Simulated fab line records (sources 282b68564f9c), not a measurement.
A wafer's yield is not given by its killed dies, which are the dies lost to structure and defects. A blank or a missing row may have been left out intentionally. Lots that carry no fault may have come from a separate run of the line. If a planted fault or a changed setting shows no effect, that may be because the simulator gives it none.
A struck lot beside a sound one | flow rit-cmos | 18 steps out of a route of 202
Sound: these wafers, L242.1, L242.4, L242.6. Wafers struck: L251.1, L251.2, L251.5. The cause is named last.
Each step with rows lists, per side, the tool, then ch with its chambers, then its first start. Under that, the readings that differ: sound wafers | struck wafers | difference of the means | sigmas: that difference in standard deviations of wafers without a fault.
alike: a reading whose means differ by less than 2 such deviations, as well as words and numbers matching on both sides. not compared: withheld readings; readings where some wafer has no value; bounds like >300 that might hide an equal value; numbers whose values overlap and for which the record gives no deviation.
Wherever a step has rows on one side only, a row that says differs or no value, or a row with sigmas, the two part there. When numbers do not overlap yet have no deviation, they are printed without sigmas and do not part them. A reading that every wafer of one side lacks parts them only if that side has two wafers or more.

RIT_M1_SPUTTER_00: material Al, target thk 400 nm, time 500 s.
  sound on pvd-sputter-01 at day 3 16:25; struck on pvd-sputter-03 at day 5 13:03
  alike: throttle-valve-pct
RIT_M1_RS_MEAS_01: uses a four-point probe to measure.
  sound on film-metro-04 at day 3 16:42; struck on film-metro-03 at day 5 13:21
  alike: M1_AL_RS
RIT_M1_THK_MEAS_02: measures by xrf.
  sound on film-metro-04 at day 3 16:49; struck on film-metro-03 at day 5 13:28
  alike: M1_AL_THK
then, 6 steps without rows for these wafers: RIT_M1_HMDS_03 (prime time 60 s); RIT_M1_COAT_04 (resist thk 1300 nm); RIT_M1_SOFTBAKE_05 (time 60 s); RIT_M1_EXPOSE_06 (exposes mask M12, target cd 2600 nm); RIT_M1_PEB_07; RIT_M1_DEVELOP_08 (develop time 68 s).
RIT_M1_CD_MEAS_09 targets a cd of 2600 nm.
  sound on cd-sem-01 at day 3 17:55; struck on cd-sem-01 at day 5 14:32
  alike: cd-nm
RIT_M1_OVL_MEAS_10:
  sound on overlay-01 at day 3 18:02; struck on overlay-02 at day 5 14:39
  alike: M1_OVL
then, 1 step without rows for these wafers: RIT_M1_HARDBAKE_11 (time 120 s).
RIT_M1_METAL_ETCH_12: etches Al in Cl2/BCl3, stops on SiO2, time 165 s, target depth 600 nm.
  sound on rie-metal-03 ch 0,1, day 3 18:19; struck on rie-metal-03 ch 0,1, day 5 14:56
  reading                                  | sound             | struck            | difference | sigmas
  oes-product-au (a.u.)                    | 0.775 0.782 0.766 | 0.681 0.689 0.673 | -0.093     | -8
  model.NOVOLAK_of_M1_COAT_04.thk-nm (nm)  | 803.7 808.9 812.6 | 718.4 708.3 718   | -93.5      |
  model.SiO2_of_CONTACT_CVD_00.thk-nm (nm) | 365.8 370.4 369.7 | 353.9 353.3 365.5 | -11.1      |
  model.M1.feature-depth-nm (nm)           | 426.5 426.9 424.6 | 443.4 446.1 441.2 | +17.6      |
  alike: bcl3-flow-sccm, drypump-motor-current-A, mfc-cl2-sccm, throttle-valve-pct
  not compared: rf-hours-counter-h
then, 1 step without rows for these wafers: RIT_M1_STRIP_13 (strips in nmp, time 600 s).
RIT_M1_STRIP_14: strips in O2, time 180 s.
  sound on plasma-asher-03 ch 0,1, day 3 18:40; struck on plasma-asher-02 ch 0,1, day 5 15:17
  alike: drypump-motor-current-A
  not compared: rf-hours-counter-h
RIT_M1_CD_MEAS_90 targets a cd of 2600 nm.
  sound on cd-sem-01 at day 3 18:50; struck on cd-sem-01 at day 5 15:28
  alike: cd-nm
then, 1 step without rows for these wafers: RIT_M1_ANNEAL_15 (time 1800 s).
RIT_M1_PROBE_99:
  sound on prober-01 at day 3 21:44; struck on prober-02 at day 5 17:13
  reading                               | sound                       | struck                     | difference | sigmas
  model.etest.antenna-m1.vt-shift-v (V) | -0.01406 -0.01304 -0.007838 | -0.01952 -0.02058 -0.02382 | -0.00966   |
  alike: defect-limited-yield, killed-at-front-end, killed-dies, killed-on-rim, killed-open, killed-short, sort_bin_3_pad_short, sort_bin_5_function, sort_bin_6_memory, sort-n-pass, sort-yield-pct

## WHERE THEY PART
Only at RIT_M1_METAL_ETCH_12, within this record. Later steps at which nothing parts them and some readings are alike: RIT_M1_STRIP_14, RIT_M1_CD_MEAS_90, RIT_M1_PROBE_99.

WHY: what the simulator had put in
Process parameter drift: rie-metal-03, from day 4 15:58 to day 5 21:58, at RIT_M1_METAL_ETCH_12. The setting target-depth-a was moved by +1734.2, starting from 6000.
